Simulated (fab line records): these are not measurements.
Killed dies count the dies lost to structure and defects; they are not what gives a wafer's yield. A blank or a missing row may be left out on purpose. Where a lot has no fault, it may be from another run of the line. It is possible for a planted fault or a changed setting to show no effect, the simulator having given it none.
Comparing a struck lot with a sound one | flow rit_cmos | 15 steps out of a route of 202
Sound: the wafers L372.2, L372.4, L372.6. Wafers L384.3, L384.5, L384.6 were the ones struck. The cause is given at the end.
For every step that has rows: the tool of each side, followed by ch and its chambers, followed by its first start. Under that, the readings that differ: sound wafers | struck wafers | difference of the means | sigmas: that difference in standard deviations of wafers without a fault.
alike: readings with means less than 2 such deviations apart, plus words and numbers identical on both sides. not compared: withheld readings, readings lacking a value on some wafer, bounds such as >300 that could conceal the same value, and numbers that have no deviation in the record and whose values overlap.
The two part at a step that has a row with sigmas, a row that says differs or no value, or rows on one side only. Numbers that don't overlap but have no deviation are shown without sigmas and don't part them. A reading that every wafer of one side lacks parts them only if that side has two wafers or more.

first, 3 steps without rows for these wafers: RIT_SDANNEAL_CLEAN_00 (cleans in SC1, time 600 s); RIT_SDANNEAL_CLEAN_01 (cleans in dHF, time 30 s); RIT_SDANNEAL_CLEAN_02 (cleans in SC2, time 600 s).
RIT_SDANNEAL_RTA_03: time 5 s.
  sound on rtp_anneal-01 ch 0, day 4 14:07; struck on rtp_anneal-01 ch 0, day 7 00:56
  alike: wafer_temp_C_max
RIT_SDANNEAL_RS_MEAS_04: uses a four-point probe to measure.
  sound on film_metro-01, day 4 14:11; struck on film_metro-03, day 7 01:01
  alike: PSD_RS
RIT_SDANNEAL_RS_MEAS_05: uses a four-point probe to measure.
  sound on film_metro-01, day 4 14:19; struck on film_metro-03, day 7 01:08
  alike: NSD_RS
RIT_SDANNEAL_RS_MEAS_06: uses a four-point probe to measure.
  sound on film_metro-01, day 4 14:26; struck on film_metro-03, day 7 01:16
  alike: PLDD_RS
RIT_SDANNEAL_RS_MEAS_07: uses a four-point probe to measure.
  sound on film_metro-01, day 4 14:33; struck on film_metro-03, day 7 01:23
  alike: NLDD_RS
then, 1 step without rows for these wafers: RIT_SILICIDE_WET_ETCH_00 (etches SiO2 in BOE, target depth 14 nm, time 15 s).
RIT_SILICIDE_SPUTTER_01: material Ti, target thk 30 nm, time 240 s.
  sound on pvd_sputter-01, day 4 14:40; struck on pvd_sputter-01, day 7 01:28
  alike: throttle_valve_pct
RIT_SILICIDE_RS_MEAS_02: uses a four-point probe to measure.
  sound on film_metro-01, day 4 14:50; struck on film_metro-02, day 7 01:40
  alike: SILICIDE_TI_RS
RIT_SILICIDE_THK_MEAS_03: measures by xrf.
  sound on film_metro-01, day 4 14:56; struck on film_metro-02, day 7 01:46
  alike: SILICIDE_TI_THK
RIT_SILICIDE_RTA_04: time 10 s, ramp up 5 s, ramp down 5 s.
  sound on rtp_anneal-02 ch 0, day 4 15:01; struck on rtp_anneal-02 ch 0, day 7 01:49
  reading          | sound             | struck            | difference | sigmas
  wafer_temp_C_max | 652.4 652.2 652.4 | 627.1 627.7 626.4 | -25.3      | -47
then, 1 step without rows for these wafers: RIT_SILICIDE_WET_ETCH_05 (etches Ti in SPM, time 120 s).
RIT_M1_PROBE_99:
  sound on prober-01, day 5 04:49; struck on prober-02, day 7 08:34
  reading                              | sound             | struck            | difference | sigmas
  model.etest.npoly_line.line_ohm_um   | 158.2 158.7 159.9 | 185.6 187.1 181.9 | +25.9      |
  model.etest.ppoly_line.line_ohm_um   | 153.1 154.1 150.2 | 177.6 175.2 173.3 | +22.9      |
  model.etest.contact_nplus.end_ohm_um | 42.16 41.32 41.21 | 38.09 37.26 37.16 | -4.06      |
  model.etest.contact_pplus.end_ohm_um | 44.2 42.31 42.37  | 40.72 40.17 39.9  | -2.70      |
  model.etest.npoly_line.rs_ohm_sq     | 16.82 16.8 16.75  | 19.17 18.9 18.83  | +2.18      |
  model.etest.ppoly_line.rs_ohm_sq     | 16.31 16.35 16.34 | 18.53 18.45 18.47 | +2.15      |
  model.etest.npoly_sal.rs_ohm_sq      | 4.323 4.31 4.291  | 4.932 4.982 4.914 | +0.635     |
  model.etest.ppoly_sal.rs_ohm_sq      | 4.283 4.283 4.269 | 4.863 4.929 4.872 | +0.610     |
  alike: killed_at_contacts, killed_at_front_end, killed_dies, killed_open, killed_short

WHERE THEY PART
Within this record, at RIT_SILICIDE_RTA_04 only. Later steps at which nothing parts them and some readings are alike: RIT_M1_PROBE_99.

WHY: whatever the simulator had introduced
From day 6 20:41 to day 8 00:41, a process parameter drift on rtp_anneal-02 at RIT_SILICIDE_RTA_04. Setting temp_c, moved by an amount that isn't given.
